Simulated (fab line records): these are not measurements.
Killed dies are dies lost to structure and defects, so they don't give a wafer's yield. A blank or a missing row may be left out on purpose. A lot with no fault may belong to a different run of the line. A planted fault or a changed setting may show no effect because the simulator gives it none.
fab line records | flow rit-cmos
record lots=14 | wafers=42 | last-day=8
route steps=202 shown CONTACT@168 M1@202
lots with no fault: from the same line, run without faults
start-h: hours from the record's opening day to when the first of the lot's shown wafers began | wait-h: hours elapsed since this lot's preceding step | " the same as in the row above | L1.1+2: a single row standing in for several wafers | - either no value or no given start | * or withheld: withheld | < > ~ a bound
route shown NAME@n: NAME is a module with steps in the file, n the number in the route of the first one | usual: average and standard deviation across the fault-free wafers | same: alike in all rows | chamber/n: place in a boat | sites: readings site by site | _std_site: how widely they spread, as a standard deviation | _edge_site: mean of outer sites minus mean of inner sites | radius-mm: how far each site lies from the wafer's centre | mask NAME#n: copy n | behind: tool/chamber where the wafer was last shaped | hold: what put the lot on hold/how long, in hours/how the hold closed | device: which transistor (n, p or np) failed to switch | end of line: the tests these same wafers got at the end of their route | a step without rows: its recipe alone | killed: dies lost to structure and defects at the first sort, not the wafer's yield | map: dies across one wafer; x = killed, . = not, _ = none there
set.NAME: the run value of the setting; set.NAME@STEP: its run value at that earlier step | model.NAME: the simulator's own value behind a step, which no gauge read
a sample of lots followed through the steps of the route, with each step as a table and each wafer as a row
services: the hour from which a tool's chamber was out of use, counted from the record's first day as start-h (under 0 if before that day), plus the number of hours and why
## steps
# step RIT_CONTACT_CVD_00
# recipe material=SiO2 | target-thk-nm=400 | precursor=TEOS | temp-c=390 | time-s=61 | rf-w=400
# usual heater-power-w=286/61
lot.wafer | tool     | chamber | start-h | wait-h | heater-power-w
L671.1    | pecvd-03 | 1       | 66.14   | 0.1    | 301
L671.2    | "        | 2       | "       | "      | 416
L671.4    | "        | 0       | "       | "      | 324
L672.1    | pecvd-04 | 1       | 71.21   | 0.1    | 219
L672.2    | "        | 2       | "       | "      | 255
L672.3    | "        | 0       | "       | "      | 272
L673.2    | pecvd-02 | 1       | 77.31   | 0.0    | 311
L673.3    | "        | 0       | "       | "      | 343
L673.5    | "        | 0       | "       | "      | 351
L674.1    | pecvd-03 | 1       | 83.98   | 0.1    | 307
L674.3    | "        | 0       | "       | "      | 284
L674.6    | "        | 2       | "       | "      | 444
L675.4    | pecvd-04 | 1       | 86.36   | 0.0    | 238
L675.5    | "        | 0       | "       | "      | 233
L675.6    | "        | 2       | "       | "      | 189
L677.3    | pecvd-03 | 2       | 97.66   | 0.0    | 423
L677.5    | "        | 1       | "       | "      | 290
L677.6    | "        | 0       | "       | "      | 304
L678.3    | pecvd-04 | 0       | 98.69   | 0.0    | 280
L678.5    | "        | 2       | "       | "      | 216
L678.6    | "        | 0       | "       | "      | 198
L680.1    | pecvd-03 | 2       | 107.32  | 0.1    | 408
L680.2    | "        | 1       | "       | "      | 254
L680.5    | "        | 2       | "       | "      | 435
L685.1    | pecvd-04 | 0       | 133.55  | 0.1    | 225
L685.2    | "        | 1       | "       | "      | 266
L685.3    | "        | 2       | "       | "      | 264
L686.1    | pecvd-04 | 2       | 137.02  | 0.1    | 248
L686.3    | "        | 0       | "       | "      | 220
L686.5    | "        | 0       | "       | "      | 234
L689.1    | pecvd-03 | 0       | 148.16  | 0.1    | 326
L689.4    | "        | 0       | "       | "      | 239
L689.5    | "        | 0       | "       | "      | 268
L691.1    | pecvd-03 | 0       | 162.10  | 0.1    | 287
L691.5    | "        | 0       | "       | "      | 297
L691.6    | "        | 1       | "       | "      | 312
L692.3    | pecvd-02 | 0       | 168.79  | 0.0    | 287
L692.4    | "        | 2       | "       | "      | 288
L692.6    | "        | 1       | "       | "      | 289
L693.2    | pecvd-03 | 2       | 175.93  | 0.0    | 439
L693.4    | "        | 1       | "       | "      | 301
L693.5    | "        | 2       | "       | "      | 448
# step RIT_CONTACT_THK_MEAS_01
# recipe reads=SiO2_of_CONTACT_CVD_00
# usual CONTACT_TEOS_THK=401/4.9
lot.wafer | tool          | chamber | start-h | wait-h | CONTACT_TEOS_THK[nm]
L671.1    | film-metro-04 | -       | 66.19   | 0.0    | 392
L671.2    | "             | -       | "       | "      | 397
L671.4    | "             | -       | "       | "      | 401
L672.1    | film-metro-02 | -       | 71.26   | 0.0    | 398
L672.2    | "             | -       | "       | "      | 401
L672.3    | "             | -       | "       | "      | 399
L673.2    | film-metro-04 | -       | 77.37   | 0.0    | 399
L673.3    | "             | -       | "       | "      | 390
L673.5    | "             | -       | "       | "      | 403
L674.1    | film-metro-02 | -       | 84.03   | 0.0    | 397
L674.3    | "             | -       | "       | "      | 396
L674.6    | "             | -       | "       | "      | 402
L675.4    | film-metro-02 | -       | 86.41   | 0.0    | 403
L675.5    | "             | -       | "       | "      | 400
L675.6    | "             | -       | "       | "      | 399
L677.3    | film-metro-02 | -       | 97.73   | 0.0    | 403
L677.5    | "             | -       | "       | "      | 400
L677.6    | "             | -       | "       | "      | 408
L678.3    | film-metro-02 | -       | 98.76   | 0.0    | 397
L678.5    | "             | -       | "       | "      | 408
L678.6    | "             | -       | "       | "      | 408
L680.1    | film-metro-02 | -       | 107.37  | 0.0    | 394
L680.2    | "             | -       | "       | "      | 390
L680.5    | "             | -       | "       | "      | 401
L685.1    | film-metro-04 | -       | 133.60  | 0.0    | 558
L685.2    | "             | -       | "       | "      | 400
L685.3    | "             | -       | "       | "      | 403
L686.1    | film-metro-02 | -       | 137.07  | 0.0    | 405
L686.3    | "             | -       | "       | "      | 558
L686.5    | "             | -       | "       | "      | 568
L689.1    | film-metro-02 | -       | 148.23  | 0.1    | 394
L689.4    | "             | -       | "       | "      | 392
L689.5    | "             | -       | "       | "      | 398
L691.1    | film-metro-02 | -       | 162.15  | 0.0    | 398
L691.5    | "             | -       | "       | "      | 397
L691.6    | "             | -       | "       | "      | 401
L692.3    | film-metro-02 | -       | 168.86  | 0.0    | 402
L692.4    | "             | -       | "       | "      | 407
L692.6    | "             | -       | "       | "      | 404
L693.2    | film-metro-02 | -       | 175.99  | 0.0    | 397
L693.4    | "             | -       | "       | "      | 403
L693.5    | "             | -       | "       | "      | 401
# step RIT_M1_PROBE_99
# usual killed-at-contacts=0.0/0.23 | killed-at-front-end=7/3.1 | killed-dies=7/3.1 | killed-on-rim=1.8/1.3 | killed-open=3.3/2 | killed-short=3.5/1.9
# same gross-dies=264 | killed_at_M0_to_M3=0 | killed_at_M4_up=0 | killed-at-back-side=0 | killed-at-other=0
lot.wafer | tool      | chamber | start-h | wait-h | killed-at-contacts | killed-at-front-end | killed-dies | killed-on-rim | killed-open | killed-short
L685.1    | prober-01 | -       | 140.08  | 0.1    | 254                | 10                  | 264         | 70            | 5           | 5
L685.2    | prober-01 | -       | 140.13  | 0.1    | 0                  | 11                  | 11          | 3             | 5           | 6
L685.3    | prober-01 | -       | 140.18  | 0.2    | 0                  | 7                   | 7           | 2             | 3           | 3
L686.1    | prober-02 | -       | 143.60  | 0.1    | 0                  | 9                   | 9           | 3             | 5           | 3
L686.3    | prober-02 | -       | 143.70  | 0.2    | 260                | 4                   | 264         | 70            | 2           | 2
L686.5    | prober-02 | -       | 143.80  | 0.2    | 250                | 14                  | 264         | 70            | 8           | 6
# killed by level:class
L685.1 CONTACT:area-etch=254 GATE:geometric-particle:open=3 REOX:geometric-particle:short=3 FOX1:geometric-particle:short=1 FOX2:geometric-particle:open=1 GATE:geometric-particle:short=1 SPACER:geometric-particle:open=1
L685.2 GATE:geometric-particle:short=4 GATE:geometric-particle:open=2 REOX:geometric-particle:open=2 REOX:geometric-particle:short=1 SPACER:geometric-particle:short=1 SPACER:geometric-particle:open=1
L685.3 GATE:geometric-particle:open=3 SILICIDE:geometric-particle:short=2 GATE:geometric-particle:short=1 PLDD:coat-microbubble-printed=1
L686.1 FOX1:geometric-particle:open=4 FOX1:geometric-particle:short=1 FOX2:geometric-particle:short=1 GATE:geometric-particle:open=1 REOX:geometric-particle:short=1 PLDD:coat-microbubble-printed=1
L686.3 CONTACT:area-etch=260 FOX2:geometric-particle:open=1 GATE:geometric-particle:short=1 GATE:geometric-particle:open=1 SILICIDE:geometric-particle:short=1
L686.5 CONTACT:area-etch=250 GATE:geometric-particle:open=8 GATE:geometric-particle:short=3 SILICIDE:geometric-particle:short=3
## services
tool     | chamber | start-h | hours | kind
pecvd-04 | 0       | 50.80   | 19.2  | repair
pecvd-04 | -       | 83.08   | 0.6   | repair
pecvd-02 | -       | 113.91  | 1.7   | repair
pecvd-03 | -       | 119.31  | 23.3  | repair
pecvd-04 | -       | 120.00  | 0.7   | repair
pecvd-02 | -       | 135.56  | 28.1  | pm
pecvd-03 | 1       | 137.99  | 10.6  | repair
pecvd-04 | 1       | 138.54  | 10.8  | repair
pecvd-03 | -       | 142.58  | 5.5   | pm
pecvd-03 | 2       | 148.52  | 6.1   | repair
pecvd-03 | -       | 170.96  | 0.2   | repair
## key
first-sign step=RIT_CONTACT_THK_MEAS_01 | reading=CONTACT_TEOS_THK | direction=up | sigmas=33 | usual=401 | struck=561
effect step=RIT_M1_PROBE_99 | reading=killed-at-contacts | direction=up | sigmas=99+ | usual=0.0 | struck=254.7
more-kills-born-at RIT_CONTACT_ETCH_11@rie-diel-03=510 | RIT_CONTACT_ETCH_11@rie-diel-02=254
met-at RIT_CONTACT_CVD_00
struck-lots L685,L686
struck-wafers L685.1,L686.3,L686.5
later-rows-left-out L685.1,L686.3,L686.5
tester-left-out L685,L686
onset-between 98.69 133.55
fault kind=process-parameter-drift | tool=pecvd-04 | chamber=0 | onset-h=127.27 | steps=RIT_CONTACT_CVD_00 | channel=target-thk-nm | offset=160 | shape=step | end-h=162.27 | stated=400
# tester-left-out: of these lots the tester's yield and bins aren't shown, on N5 and GAA mostly nor the transistor test; their killed dies are dies lost to structure and defects alone, not to doping, threshold or leakage, so they don't give the yield
# later-rows-left-out: the simulator's readings of these wafers behind a module that went badly wrong aren't trusted and aren't shown, but for the sort
